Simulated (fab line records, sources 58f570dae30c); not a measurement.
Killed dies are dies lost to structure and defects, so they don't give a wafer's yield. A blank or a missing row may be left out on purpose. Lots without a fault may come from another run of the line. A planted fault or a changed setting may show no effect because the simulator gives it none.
A struck lot beside a sound one | flow berkeley_cmos170 | 15 steps out of a route of 331
Sound: wafers L284.2, L284.3, L284.4. Struck: wafers L272.2, L272.4, L272.6. The cause comes at the end.
At each step with rows: each side's tool, then ch and its chambers, then its first start. Under that, the readings that differ: sound wafers | struck wafers | difference of the means | sigmas: that difference in standard deviations of wafers without a fault.
alike: readings whose means differ by less than 2 such deviations, and words and numbers that are the same on both sides. not compared: withheld readings, readings that some wafer has no value for, bounds like >300 that may hide the same value, and numbers for which the record gives no deviation and whose values overlap.
The two part at a step that has a row with sigmas, a row that says differs or no value, or rows on one side only. Numbers that don't overlap but have no deviation are shown without sigmas and don't part them. A reading that every wafer of one side lacks parts them only if that side has two wafers or more.

first, 7 steps without rows for these wafers: UCB170_PSD_CLEAN_11 (cleans in SPM, time 600 s); UCB170_NSD_HMDS_00 (prime time 60 s); UCB170_NSD_COAT_01 (resist thk 892.1 nm); UCB170_NSD_SOFTBAKE_02 (time 60 s); UCB170_NSD_EXPOSE_03 (exposes mask NSELECT MOD, target cd 1200 nm); UCB170_NSD_PEB_04; UCB170_NSD_DEVELOP_05 (develop time 45 s).
UCB170_NSD_CD_MEAS_06: target cd 1200 nm.
  sound on cd_sem-01, day 9 19:48; struck on cd_sem-01, day 7 18:26
  alike: cd_nm
UCB170_NSD_OVL_MEAS_07:
  sound on overlay-01, day 9 19:55; struck on overlay-01, day 7 18:33
  alike: NSD_OVL
then, 1 step without rows for these wafers: UCB170_NSD_IMPLANT_08.
UCB170_NSD_STRIP_09: strips in O2.
  sound on plasma_asher-04 ch 0,1, day 9 20:05; struck on plasma_asher-04 ch 0,1, day 7 18:44
  alike: drypump_motor_current_A, oes_product_au, strip_time_to_endpoint_s
  not compared: rf_hours_counter_h
UCB170_NSD_TW_MEAS_10:
  sound on film_metro-01, day 9 20:12; struck on film_metro-01, day 7 18:51
  alike: NSD_TW
UCB170_NSD_CLEAN_11: cleans in SPM, time 600 s.
  sound on wet_bench-04 ch 3, day 9 20:15; struck on wet_bench-01 ch 1, day 7 18:58
  no value came back on the struck wafers for bath_guard_temp_C (C), bath_heat_duty_pct (%); on the sound wafers bath_guard_temp_C (C) reads 119.7 119.6 119.5
then, 1 step without rows for these wafers: UCB170_BACKSIDE_HMDS_00 (prime time 60 s).
UCB170_M3_PROBE_99:
  the record has rows for the struck wafers here (prober-01, day 8 20:13) and none for the sound ones

WHERE THEY PART
First at UCB170_NSD_CLEAN_11; last, within this record, at UCB170_M3_PROBE_99.

WHY: what the simulator had put in
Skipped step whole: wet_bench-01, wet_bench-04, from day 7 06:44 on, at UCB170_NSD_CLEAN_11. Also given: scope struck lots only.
